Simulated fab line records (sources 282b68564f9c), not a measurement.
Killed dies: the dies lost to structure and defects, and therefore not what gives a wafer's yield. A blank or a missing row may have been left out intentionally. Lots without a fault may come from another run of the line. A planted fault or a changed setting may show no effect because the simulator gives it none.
2 desks looking at one fault -- flow rit cmos -- each desk holds nothing but its own numbers, with what lay behind them at the end

FROM THE METROLOGY DESK
What the gauges read, lot by lot, whatever tool the lot ran on: means of the sampled wafers that have a number. A lot is out of limits, marked OUT, if its mean lies more than 4 standard deviations from the usual mean; the brackets give that distance.
Columns: A = PLDD_TW at RIT_PLDD_TW_MEAS_10, usual 2342; B = NSD_RS at RIT_SDANNEAL_RS_MEAS_05, usual 84.58 ohm/sq; C = PLDD_RS at RIT_SDANNEAL_RS_MEAS_06, usual 178.7 ohm/sq
lot,first seen here,A,B,C
L762,day 3 02:00,2355,84.12,177.4
L763,day 3 05:01,2345,84.46,178.3
L764,day 3 07:22,2349,85.04,178.4
L765,day 3 15:51,2337,84.70,179.1
L766,day 3 18:22,2336,84.96,178.9
L768,day 4 04:16,2326,84.71,178.5
L770,day 4 18:10,2353,84.64,178.3
L771,day 4 22:30,2348,84.56,179.2
L773,day 5 09:53,2358,84.58,179.2
L775,day 5 19:01,2342,84.52,178.7
L779,day 6 14:44,1484 (-78) OUT,84.65,592.9 (+99 or more) OUT
L781,day 6 23:40,1471 (-79) OUT,84.10,605.1 (+99 or more) OUT
L782,day 7 06:56,2334,84.57,178.7
L785,day 7 20:37,2340,84.76,179.5
Finding of this desk: L779, L781 out of limits, first seen on L779 at day 6 14:44 (PLDD_TW at RIT_PLDD_TW_MEAS_10). In limits: L762, L763, L764, L765, L766, L768, L770, L771, L773, L775, L782, L785.

FOR THE TOOL OWNER'S DESK: implanter-02
RIT_PLDD_IMPLANT_08, tool's own readings: per-lot mean of the sampled wafers with a number, covering each lot this tool ran. A lot is out of limits, marked OUT, if its mean lies more than 4 standard deviations from the usual mean; the brackets give that distance.
Columns: A = beam on s at RIT_PLDD_IMPLANT_08, usual 9.98 s; B = dose ions cm2 at RIT_PLDD_IMPLANT_08, usual 8.999e+14; C = end station pressure torr at RIT_PLDD_IMPLANT_08, usual 7.3e-06 Torr; D = faraday current uA at RIT_PLDD_IMPLANT_08, usual 2825
lot,first seen here,A,B,C,D
L762,day 3 01:41,9.77,8.993e+14,7.2e-06,2885
L763,day 3 04:41,9.87,9.001e+14,7.1e-06,2855
L764,day 3 07:04,9.90,9.008e+14,7.6e-06,2857
L765,day 3 15:32,9.94,8.994e+14,7.6e-06,2837
L766,day 3 18:03,9.90,9.006e+14,7.5e-06,2846
L770,day 4 17:50,9.89,8.994e+14,7.5e-06,2852
L771,day 4 22:10,10.09,8.996e+14,7.1e-06,2795
L773,day 5 09:34,9.78,8.992e+14,7.3e-06,2880
L775,day 5 18:42,10.05,8.987e+14,6.9e-06,2806
L779,day 6 14:26,10.12,1.808e+14 (-99 or more) OUT,5.5e-06 (-4.9) OUT,560 (-43) OUT
L781,day 6 23:21,10.07,1.805e+14 (-99 or more) OUT,5.7e-06 (-4.2) OUT,561 (-43) OUT
Finding of this desk: L779, L781 out of limits; the first was L779 at day 6 14:26, on dose ions cm2 at RIT_PLDD_IMPLANT_08. In limits: L762, L763, L764, L765, L766, L770, L771, L773, L775.

ALL TOGETHER
At day 6 14:26, on L779, L781, the tool owner's desk was in a position to raise an alarm.
The metrology desk could have raised an alarm at day 6 14:44, on L779, L781.
Of the lots named, all ran RIT_PLDD_IMPLANT_08 on implanter-02.

WHAT HAD BEEN PUT IN BY THE SIMULATOR
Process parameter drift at RIT_PLDD_IMPLANT_08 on implanter-02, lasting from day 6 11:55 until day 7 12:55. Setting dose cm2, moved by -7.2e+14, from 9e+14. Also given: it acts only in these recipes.
Shown lots that were struck: L779, L781.
Time in hours from fault onset to the first out-of-limits reading at each desk: tool owner's desk 3, metrology desk 3.
